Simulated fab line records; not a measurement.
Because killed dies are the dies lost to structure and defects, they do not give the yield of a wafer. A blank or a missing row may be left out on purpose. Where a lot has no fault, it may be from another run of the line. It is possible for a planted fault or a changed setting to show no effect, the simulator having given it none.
What tool caused it? -- flow berkeleyCmos170 -- 15 lots with 45 wafers sampled at 4 steps, on a route of 331 steps

WHAT EACH GAUGE READ, for each wafer
UCB170_ACTIVE_OVL_MEAS_14.
lot,measured,on,ACTIVE_OVL (nm)
L470,day 5 05:26,overlay-02,0 -8 -6
L471,day 5 11:08,overlay-02,-3 -2 -1
L474,day 5 19:10,overlay-02,0 10 5
L477,day 6 18:33,overlay-01,-5 7 -11
L478,day 7 02:23,overlay-02,-1 -6 -10
L480,day 7 02:40,overlay-02,4 1 4
L481,day 7 14:14,overlay-01,5 -2 2
L482,day 7 14:31,overlay-01,-1 1 -1
L486,day 8 13:28,overlay-01,3 0 -3
L487,day 9 00:29,overlay-02,0 -1 0
L489,day 9 13:18,overlay-01,6 7 5
L488,day 9 13:32,overlay-02,2 2 -1
L490,day 9 23:30,overlay-01,2 5 11
L491,day 9 23:54,overlay-02,-5 4 -2
L492,day 10 06:09,overlay-02,3 -2 2

UCB170_SACOX_THK_MEAS_02.
lot,measured,on,SACOX_OXIDE_THK (nm)
L470,day 6 13:02,filmMetro-01,14.74 14.68 14.75
L471,day 6 21:32,filmMetro-03,14.70 14.76 14.91
L474,day 7 05:27,filmMetro-03,14.43 14.17 14.26
L477,day 7 19:05,filmMetro-01,14.41 14.50 14.37
L478,day 8 06:52,filmMetro-03,14.43 14.22 14.22
L480,day 8 06:53,filmMetro-02,14.31 14.35 14.21
L481,day 8 14:22,filmMetro-02,14.52 14.49 14.57
L482,day 8 14:22,filmMetro-03,14.61 14.57 14.65
L486,day 9 19:19,filmMetro-03,14.45 14.49 14.23
L487,day 10 04:28,filmMetro-01,14.57 14.57 14.51
L489,day 10 17:46,filmMetro-01,14.25 14.10 14.36
L488,day 10 17:48,filmMetro-03,14.32 14.49 14.53
L490,day 11 00:56,filmMetro-03,14.57 14.54 14.59
L491,day 11 00:59,filmMetro-02,14.42 14.34 14.42
L492,day 11 08:00,filmMetro-03,14.80 14.60 14.47

UCB170_PVT_OVL_MEAS_06.
lot,measured,on,PVT_OVL (nm)
L470,day 7 05:59,overlay-02,12 0 -1
L471,day 7 13:46,overlay-02,-1 -4 1
L474,day 8 01:13,overlay-01,-3 -3 -7
L477,day 8 09:38,overlay-02,-1 -3 2
L478,day 8 21:01,overlay-01,3 0 1
L480,day 8 21:05,overlay-02,-7 -15 -12
L481,day 9 08:48,overlay-01,0 0 -3
L482,day 9 08:17,overlay-02,1 0 -1
L486,day 10 11:34,overlay-02,-6 -4 -4
L487,day 10 22:05,overlay-02,6 5 9
L489,day 11 05:37,overlay-02,-4 -7 -6
L488,day 11 05:04,overlay-02,-1 -3 2
L490,day 11 20:46,overlay-01,0 4 -1
L491,day 11 20:53,overlay-01,-5 -8 -3
L492,day 12 01:04,overlay-02,4 1 2

TOOL THAT RAN EACH LOT (tool first, then ch and the chambers of the sampled wafers, then the start)
lot,UCB170_NVT_PEB_04
L470,"lithoTrack-03 ch 0, day 7 02:33"
L471,"lithoTrack-01 ch 0, day 7 09:56"
L474,"lithoTrack-03 ch 0, day 7 20:39"
L477,"lithoTrack-04 ch 0, day 8 07:29"
L478,"lithoTrack-03 ch 0, day 8 18:34"
L480,"lithoTrack-04, day 8 18:50"
L481,"lithoTrack-03, day 9 04:01"
L482,"lithoTrack-04, day 9 03:46"
L486,"lithoTrack-03 ch 0, day 10 09:38"
L487,"lithoTrack-04 ch 0, day 10 19:13"
L489,"lithoTrack-03 ch 0, day 11 03:32"
L488,"lithoTrack-04 ch 0, day 11 03:10"
L490,"lithoTrack-01 ch 0, day 11 15:28"
L491,"lithoTrack-01 ch 0, day 11 15:44"
L492,"lithoTrack-04 ch 0, day 11 20:13"
- UCB170_NVT_PEB_04

WHAT THE TOOLS THEMSELVES READ (means of the sampled wafers that have a number; where no wafer has one, the mark that the record gives instead)
UCB170_NVT_PEB_04.
lot,tool,chillPlateTempC (C),exhaustPa (Pa)
L470,lithoTrack-03,22.96,45.2
L471,lithoTrack-01,22.98,45.3
L474,lithoTrack-03,22.88,44.6
L477,lithoTrack-04,23.03,46.3
L478,lithoTrack-03,23.08,45.1
L480,lithoTrack-04,-,-
L481,lithoTrack-03,-,-
L482,lithoTrack-04,-,-
L486,lithoTrack-03,22.89,45.2
L487,lithoTrack-04,23.17,45.8
L489,lithoTrack-03,23.00,44.7
L488,lithoTrack-04,23.16,44.8
L490,lithoTrack-01,22.93,45.8
L491,lithoTrack-01,22.92,44.9
L492,lithoTrack-04,23.16,46.0

THE ANSWER, worked out from the rows above alone
Rule: usual is defined by the lots themselves. Put in order of their means at a reading, lots are off if they are a third of the lots or fewer, leave a main group of 4 or more, and stand apart from it by a gap of 3 or more times the standard deviation of the main group's means; of several such gaps the widest counts. The tables above print the reading to a certain number of digits; a main group whose means all agree to those digits is not used. Also off: a lot with no number at a reading for which 4 or more lots have one. All remaining lots with rows at the step are treated as sound. After the gauges, taken in route order, come the tools' own readings; for these a lot's mean is taken, as printed above. At the first step where some lot is off, the reading lying furthest off is the one used; lots without a number count as furthest.
Off: L480, L481, L482 (UCB170_NVT_PEB_04, chillPlateTempC). Without a number there: L480, L481, L482. The main group has a mean of 23.01 C with a standard deviation of 0.1.
If a tool, at that step or one of the process steps before it, ran each lot that is off and ran no sound lot following the first of them, it fits. None of those tried fits.

WHAT HAD BEEN PUT IN BY THE SIMULATOR
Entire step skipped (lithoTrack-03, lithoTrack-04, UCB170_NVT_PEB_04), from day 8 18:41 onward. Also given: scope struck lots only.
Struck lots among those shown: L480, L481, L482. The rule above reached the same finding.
